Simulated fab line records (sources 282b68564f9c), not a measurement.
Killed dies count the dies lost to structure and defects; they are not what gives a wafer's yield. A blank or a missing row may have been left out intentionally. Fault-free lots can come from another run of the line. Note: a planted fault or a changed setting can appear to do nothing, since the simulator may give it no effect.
The tool behind it: which one? + flow ritCmos + 14 lots with 42 wafers sampled at 2 steps, on a route of 202 steps

WHAT THE GAUGES READ, wafer by wafer
The record lacks any reading of a measuring or inspecting step that a usual standard deviation could be used to judge.

WHAT TOOL EACH LOT RAN ON (gives the tool, then ch and the chambers of the sampled wafers, and finally the start)
| lot  | RIT_SPACER_CLEAN_00           | RIT_M1_PROBE_99        |
|------|-------------------------------|------------------------|
| L702 | wetBench-02 ch 3, day 3 08:19 | -                      |
| L705 | wetBench-03 ch 3, day 3 19:09 | -                      |
| L706 | wetBench-03 ch 1, day 3 22:51 | -                      |
| L707 | wetBench-03 ch 0, day 4 04:12 | -                      |
| L708 | wetBench-03 ch 0, day 4 07:22 | -                      |
| L709 | wetBench-02 ch 0, day 4 13:28 | -                      |
| L710 | wetBench-01 ch 1, day 4 17:02 | -                      |
| L712 | wetBench-02 ch 1, day 5 02:17 | -                      |
| L711 | wetBench-02 ch 1, day 5 03:23 | -                      |
| L715 | wetBench-01 ch 1, day 5 17:45 | -                      |
| L716 | wetBench-02 ch 0, day 5 23:10 | prober-02, day 6 13:02 |
| L717 | wetBench-03 ch 3, day 6 05:44 | prober-01, day 6 19:31 |
| L724 | wetBench-02 ch 2, day 7 15:25 | -                      |
| L725 | wetBench-03 ch 0, day 7 19:47 | -                      |
- RIT_SPACER_CLEAN_00: cleans in SC1, time 600 s.
- RIT_M1_PROBE_99

WHAT THE TOOLS THEMSELVES READ (means of the sampled wafers that have a number; where no wafer has one, the mark that the record gives instead)
RIT_SPACER_CLEAN_00. Usual: bathGuardTempC 75.1 C, standard deviation 0.41; bathHeatDutyPct 14.7 %, standard deviation 1.9.
| lot  | tool        | bathGuardTempC (C) | bathHeatDutyPct (%) | flag |
|------|-------------|--------------------|---------------------|------|
| L702 | wetBench-02 | 75.8               | 13.8                |      |
| L705 | wetBench-03 | 74.5               | 16.4                |      |
| L706 | wetBench-03 | 75.4               | 14.8                |      |
| L707 | wetBench-03 | 75.7               | 12.5                |      |
| L708 | wetBench-03 | 75.6               | 11.9                |      |
| L709 | wetBench-02 | 75.2               | 13.6                |      |
| L710 | wetBench-01 | 74.9               | 16.6                |      |
| L712 | wetBench-02 | 75.1               | 16.3                |      |
| L711 | wetBench-02 | 75.1               | 16.3                |      |
| L715 | wetBench-01 | 74.9               | 16.5                |      |
| L716 | wetBench-02 | -                  | -                   | OFF  |
| L717 | wetBench-03 | -                  | -                   | OFF  |
| L724 | wetBench-02 | 74.8               | 16.5                |      |
| L725 | wetBench-03 | 75.5               | 11.9                |      |

RIT_M1_PROBE_99. Usual: killedAtContacts 0.0, standard deviation 0.18; killedAtFrontEnd 7, standard deviation 3; killedDies 7, standard deviation 3; killedOpen 3.6, standard deviation 1.9; killedShort 3.2, standard deviation 1.8.
| lot  | tool      | killedAtContacts | killedAtFrontEnd | killedDies | killedOpen | killedShort | flag |
|------|-----------|------------------|------------------|------------|------------|-------------|------|
| L716 | prober-02 | 0.0              | 2                | 2          | 1.0        | 1.0         |      |
| L717 | prober-01 | 0.0              | 9                | 9          | 6.0        | 3.0         |      |

THE ANSWER, worked out from the rows above alone
Rule: lot off if the mean of its wafers having a number is beyond 3 standard deviations from the usual mean. A lot without any number at a reading at which 4 lots or more have one is off too. The other lots that the step has rows for count as sound. First the gauges in route order, then the tools' own readings, where a lot's mean is used as printed above. The first step at which some lot is off is used, and at that step the reading that is off furthest; a lot without a number counts as furthest.
Off, at RIT_SPACER_CLEAN_00 on bathGuardTempC: L716, L717. Without a number there: L716, L717.
If a tool, at that step or one of the process steps before it, ran each lot that is off and ran no sound lot following the first of them, it fits. None of those tried fits.

WHAT WAS PUT IN BY THE SIMULATOR
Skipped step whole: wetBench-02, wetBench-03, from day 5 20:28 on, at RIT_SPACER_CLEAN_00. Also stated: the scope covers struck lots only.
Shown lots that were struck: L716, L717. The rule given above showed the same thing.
